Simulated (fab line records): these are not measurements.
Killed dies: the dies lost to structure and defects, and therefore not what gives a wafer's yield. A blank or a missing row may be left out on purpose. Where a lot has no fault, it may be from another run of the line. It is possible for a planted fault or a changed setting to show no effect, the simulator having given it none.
Problem report in the 8D (eight disciplines) form, filled by code | flow rit cmos | the parts of the form that need people (team, actions taken, sign-off) are left out

1. WHAT WENT WRONG
Across 9 wafers from 3 lots, PLDD_TW at RIT_PLDD_TW_MEAS_10 averages 30, while fault-free wafers read 2359 with a standard deviation of 12. So: -99 or more standard deviations from the usual mean.
First observed at day 5 02:23: wafer L352.2, on film metro-01. Wafers with a number at this step in the record: 45, from 15 lots. Rule for "out" (also "out of limits"): further than 4 standard deviations from the usual mean. Any other wafer with a number is counted as sound.

2. WHAT IT IS; WHAT IT IS NOT
question                    | is                                          | is not
which readings at this step | PLDD_TW                                     | -
which lots                  | L352, L353, L354                            | L341, L342, L343, L344, L345, L346, L347, L348, L351, L359, L360, L361
which wafers of those lots  | all that have a number                      | -
read on which gauges        | film metro-01, film metro-02, film metro-03 | -
when                        | from day 5 02:23                            | up to then (27 sound wafers); but 9 sound wafers of L359, L360, L361 came after

3. SUSPECTS, AND WHAT RULES EACH OUT
Counting: any tool at a process step up to the reading is kept as a suspect provided that every lot that is out went through it and no sound lot did after the first of them.
- the gauge at RIT_PLDD_TW_MEAS_10 has been ruled out. Those wafers that are out were read across 3 gauges (film metro-01, film metro-02, film metro-03).
- litho track-02 at RIT_PLDD_DEVELOP_05 (develop time 50 s): kept. It ran every lot that is out, first L352 (day 5 01:00), and no sound lot after that; its last sound lot up to then is L351 (day 4 20:00).
Left after counting: litho track-02 at RIT_PLDD_DEVELOP_05.

4. THE CAUSE (what the simulator had put in)
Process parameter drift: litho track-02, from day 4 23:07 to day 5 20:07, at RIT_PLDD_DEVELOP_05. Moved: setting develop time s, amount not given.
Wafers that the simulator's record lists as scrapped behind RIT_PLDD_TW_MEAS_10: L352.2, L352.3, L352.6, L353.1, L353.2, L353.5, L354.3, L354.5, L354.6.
Counting left only this tool.

5. THE EFFECT CHAIN, in route order
Each row: a reading where the mean over the struck wafers with a number is more than 3 standard deviations away from the usual. Scope: only readings with a usual standard deviation given in the record; hours: median across lots of the time from each lot's start at the first step in this table that gives one to its start at this step; sigmas: change in usual standard deviations.
hours | step                | reading | usual | on struck wafers | change | sigmas
0     | RIT_PLDD_TW_MEAS_10 | PLDD_TW | 2359  | 30               | -2329  | -99 or more

6. HOW IT WOULD HAVE BEEN CAUGHT EARLIER
In this record the first reading out of limits at a measuring or inspecting step was taken at day 5 02:23, 3 hours after the fault began at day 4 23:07.
Lots out: 3; of these, L353, L354 started RIT_PLDD_DEVELOP_05 on litho track-02 after day 5 02:23. A hold on the tool at that time would have spared those 2.
